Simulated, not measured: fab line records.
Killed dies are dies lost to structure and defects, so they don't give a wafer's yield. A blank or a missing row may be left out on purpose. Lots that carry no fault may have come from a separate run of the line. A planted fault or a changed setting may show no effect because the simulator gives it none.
One fault seen from 2 desks | flow rit cmos | only its own numbers are on each desk; what lay behind them is given at the end

== METROLOGY DESK ==
Lot by lot, what the gauges showed, no matter which tool ran the lot: averages of those sampled wafers that carry a number. A lot is out of limits, marked OUT, if its mean lies more than 4 standard deviations from the usual mean; the brackets give that distance.
Columns: A = ACTIVE_OXIDE_THK at RIT_ACTIVE_THK_MEAS_02, usual 48.1 nm; B = ACTIVE_NITRIDE_THK at RIT_ACTIVE_THK_MEAS_04, usual 150.1 nm; C = cd nm at RIT_ACTIVE_CD_MEAS_11, usual 1400.2 nm
lot  | first seen here | A    | B     | C
L326 | day 1 12:03     | 48.3 | 149.8 | 1397.7
L333 | day 2 23:04     | 49.4 | 149.2 | 1397.4
L337 | day 3 19:03     | 49.3 | 149.7 | 1398.5
L341 | day 4 15:03     | 47.2 | 149.9 | 1400.2
L347 | day 5 21:03     | 46.8 | 150.3 | 1402.0
Result from this desk: across the 5 lots, nothing is out of limits.

== THE TOOL OWNER'S DESK: rie diel-04 ==
The tool's own readings at RIT_ACTIVE_ETCH_13 (etches Si3N4 in SF6, stops on SiO2, time 210 s, target depth 210 nm): means of the sampled wafers that have a number, for each lot that ran on this tool. A lot is out of limits, marked OUT, if its mean lies more than 4 standard deviations from the usual mean; the brackets give that distance.
Columns: A = drypump motor current A at RIT_ACTIVE_ETCH_13, usual 5.7 A; B = oes product au at RIT_ACTIVE_ETCH_13, usual 0.824 a.u.; C = rf fwd power W at RIT_ACTIVE_ETCH_13, usual 124.6 W; D = throttle valve pct at RIT_ACTIVE_ETCH_13, usual 7.50 %
lot  | first seen here | A   | B     | C               | D
L333 | day 3 02:41     | 5.9 | 0.801 | 124.9           | 7.50
L337 | day 3 21:54     | 6.0 | 0.819 | 117.8 (-17) OUT | 7.51
This desk's verdict: out of limits on L337, starting with L337 at day 3 21:54 (rf fwd power W at RIT_ACTIVE_ETCH_13). Within limits: L333.

== ALL TOGETHER ==
At day 3 21:54, on L337, the tool owner's desk was in a position to raise an alarm.
At the metrology desk, nothing out of limits was observed.
The metrology desk holds a record of L337, inside its limits.
On rie diel-04, each named lot ran RIT_ACTIVE_ETCH_13.

== WHAT THE SIMULATOR HAD PUT IN ==
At RIT_ACTIVE_ETCH_13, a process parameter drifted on rie diel-04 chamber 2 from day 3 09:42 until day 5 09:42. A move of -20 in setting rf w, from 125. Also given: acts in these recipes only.
Struck lots among those shown: L337.
How many hours passed from the start of the fault until each desk's first out-of-limits reading: the tool owner's desk, 12.
